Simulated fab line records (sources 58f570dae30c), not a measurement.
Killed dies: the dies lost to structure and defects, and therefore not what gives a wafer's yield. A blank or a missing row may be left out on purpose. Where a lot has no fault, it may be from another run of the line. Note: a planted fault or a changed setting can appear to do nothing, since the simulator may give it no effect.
What tool caused it?	flow berkeley cmos170	42 wafers from 14 lots sampled at 5 of the route's 331 steps

== WHAT EACH GAUGE READ, for each wafer ==
UCB170_FIELD_THK_MEAS_02.
lot	measured	on	FIELD_OXIDE_THK (nm)
L819	day 6 04:48	film metro-01	550 554 553
L821	day 6 14:52	film metro-01	532 537 544
L820	day 6 14:55	film metro-04	555 557 542
L822	day 7 00:17	film metro-02	568 577 553
L824	day 7 12:41	film metro-01	545 560 552
L826	day 7 12:41	film metro-02	549 551 552
L831	day 8 11:03	film metro-04	555 554 551
L833	day 8 11:04	film metro-01	544 543 540
L832	day 8 11:06	film metro-02	562 555 559
L836	day 9 04:56	film metro-02	547 551 540
L838	day 9 15:16	film metro-02	567 564 558
L840	day 10 00:25	film metro-04	550 552 548
L841	day 10 10:41	film metro-04	552 553 558
L842	day 10 15:28	film metro-01	550 554 549

UCB170_PVT_TW_MEAS_09.
lot	measured	on	PVT_TW
L819	day 7 14:02	film metro-02	516 514 514
L821	day 7 20:53	film metro-01	511 510 511
L820	day 7 20:58	film metro-04	506 509 508
L822	day 8 06:28	film metro-02	515 515 513
L824	day 8 23:40	film metro-02	466 467 467
L826	day 9 01:24	film metro-04	462 459 462
L831	day 10 02:51	film metro-02	515 518 515
L833	day 10 03:16	film metro-01	514 518 517
L832	day 10 02:41	film metro-02	518 513 516
L836	day 10 16:54	film metro-04	507 508 504
L838	day 11 01:35	film metro-02	516 512 514
L840	day 11 09:24	film metro-01	510 513 514
L841	day 12 01:02	film metro-02	512 511 511
L842	day 11 23:24	film metro-04	508 506 509

UCB170_GATE_CD_MEAS_12: target cd 350 nm.
lot	measured	on	cd nm (nm)
L819	day 8 03:15	cd sem-01	350.1 349.9 349.7
L821	day 8 10:37	cd sem-01	353.3 352.0 351.2
L820	day 8 10:20	cd sem-01	350.6 350.0 349.6
L822	day 9 00:08	cd sem-02	347.5 346.7 347.6
L824	day 9 20:55	cd sem-02	351.5 351.5 350.6
L826	day 9 21:02	cd sem-01	349.3 349.0 349.1
L831	day 10 20:23	cd sem-01	349.5 349.1 350.3
L833	day 10 20:05	cd sem-02	348.5 348.9 349.9
L832	day 10 19:46	cd sem-01	349.8 351.1 350.3
L836	day 11 08:07	cd sem-01	350.0 349.6 351.1
L838	day 11 17:01	cd sem-01	351.2 350.3 350.2
L840	day 12 02:44	cd sem-01	352.1 350.8 350.7
L841	day 12 14:14	cd sem-01	349.7 350.5 349.6
L842	day 12 14:44	cd sem-02	349.4 349.6 348.4

== WHAT TOOL EACH LOT RAN ON (gives the tool, then ch and the chambers of the sampled wafers, and finally the start) ==
lot	UCB170_NVT_STRIP_08	UCB170_PVT_IMPLANT_07
L819	plasma asher-03 ch 0,1, day 7 12:12	implanter-04 ch 0, day 7 13:47
L821	plasma asher-01 ch 0,1, day 7 18:59	implanter-01 ch 0, day 7 20:38
L820	plasma asher-03 ch 0,1, day 7 19:05	implanter-04 ch 0, day 7 20:43
L822	plasma asher-01 ch 0,1, day 8 04:14	implanter-03 ch 0, day 8 06:14
L824	plasma asher-01 ch 0,1, day 8 21:20	implanter-04 ch 0, day 8 23:27
L826	plasma asher-03 ch 0,1, day 8 22:04	implanter-04 ch 0, day 9 01:11
L831	plasma asher-02 ch 0,1, day 9 23:33	implanter-01 ch 0, day 10 02:37
L833	plasma asher-02 ch 0,1, day 10 00:04	implanter-03 ch 0, day 10 03:02
L832	plasma asher-03 ch 0, day 9 23:19	implanter-01 ch 0, day 10 02:26
L836	plasma asher-03 ch 0,1, day 10 14:57	implanter-03 ch 0, day 10 16:41
L838	plasma asher-02 ch 0,1, day 10 22:38	implanter-01 ch 0, day 11 01:21
L840	plasma asher-02 ch 0,1, day 11 04:50	implanter-03 ch 0, day 11 09:09
L841	plasma asher-02 ch 0,1, day 11 20:12	implanter-04 ch 0, day 12 00:47
L842	plasma asher-02 ch 0,1, day 11 19:39	implanter-04 ch 0, day 11 23:09
- UCB170_NVT_STRIP_08: strips in O2.
- UCB170_PVT_IMPLANT_07

== WHAT THE TOOLS THEMSELVES READ (means of the sampled wafers that have a number; where no wafer has one, the mark that the record gives instead) ==
UCB170_NVT_STRIP_08.
lot	tool	drypump motor current A (A)	oes product au (a.u.)	strip time to endpoint s (s)
L819	plasma asher-03	6.6	0.731	21.59
L821	plasma asher-01	6.2	0.736	21.68
L820	plasma asher-03	6.3	0.730	21.62
L822	plasma asher-01	6.2	0.731	21.64
L824	plasma asher-01	6.2	0.733	21.68
L826	plasma asher-03	6.6	0.739	21.63
L831	plasma asher-02	6.2	0.732	21.60
L833	plasma asher-02	5.7	0.733	21.60
L832	plasma asher-03	6.0	0.733	21.62
L836	plasma asher-03	6.5	0.732	21.61
L838	plasma asher-02	6.2	0.734	21.68
L840	plasma asher-02	6.1	0.736	21.66
L841	plasma asher-02	6.1	0.737	21.73
L842	plasma asher-02	6.1	0.737	21.51

UCB170_PVT_IMPLANT_07.
lot	tool	beam energy keV	dose ions cm2
L819	implanter-04	29.997	2.0324e+12
L821	implanter-01	29.995	2.0339e+12
L820	implanter-04	29.992	2.0360e+12
L822	implanter-03	30.008	2.0339e+12
L824	implanter-04	21.001	2.0320e+12
L826	implanter-04	20.989	2.0341e+12
L831	implanter-01	29.998	2.0330e+12
L833	implanter-03	30.011	2.0316e+12
L832	implanter-01	29.991	2.0338e+12
L836	implanter-03	29.986	2.0349e+12
L838	implanter-01	29.990	2.0330e+12
L840	implanter-03	30.012	2.0332e+12
L841	implanter-04	30.000	2.0342e+12
L842	implanter-04	29.998	2.0341e+12

== THE ANSWER, worked out from the rows above alone ==
Rule: the lots themselves supply what counts as usual. The widest of any qualifying gaps counts: lots, ordered by their means at a reading, are off when they make up no more than a third of the lots, leave a main group of 4 or more, and stand apart from it by 3 or more times the standard deviation of that group's means. Not used: any main group whose means are identical at the precision the tables above print for the reading. Also off: a lot with no number at a reading for which 4 or more lots have one. Any other lot the step has rows for is counted as sound. First the gauges in route order, then the tools' own readings, where a lot's mean is used as printed above. At the first step where some lot is off, the reading lying furthest off is the one used; lots without a number count as furthest.
Off: L824, L826, at UCB170_PVT_TW_MEAS_09 (PVT_TW). For the main group the mean is 512 and the standard deviation 3.4.
If a tool, at a process step before that reading, ran all the lots that are off and no sound lot after the first of them, it fits. Not tried: the gauges at UCB170_PVT_TW_MEAS_09; whatever is off there is also off at UCB170_PVT_IMPLANT_07, on other tools, and gauge error can't account for it. Of those tried, none fits.

== WHAT THE SIMULATOR HAD INSERTED ==
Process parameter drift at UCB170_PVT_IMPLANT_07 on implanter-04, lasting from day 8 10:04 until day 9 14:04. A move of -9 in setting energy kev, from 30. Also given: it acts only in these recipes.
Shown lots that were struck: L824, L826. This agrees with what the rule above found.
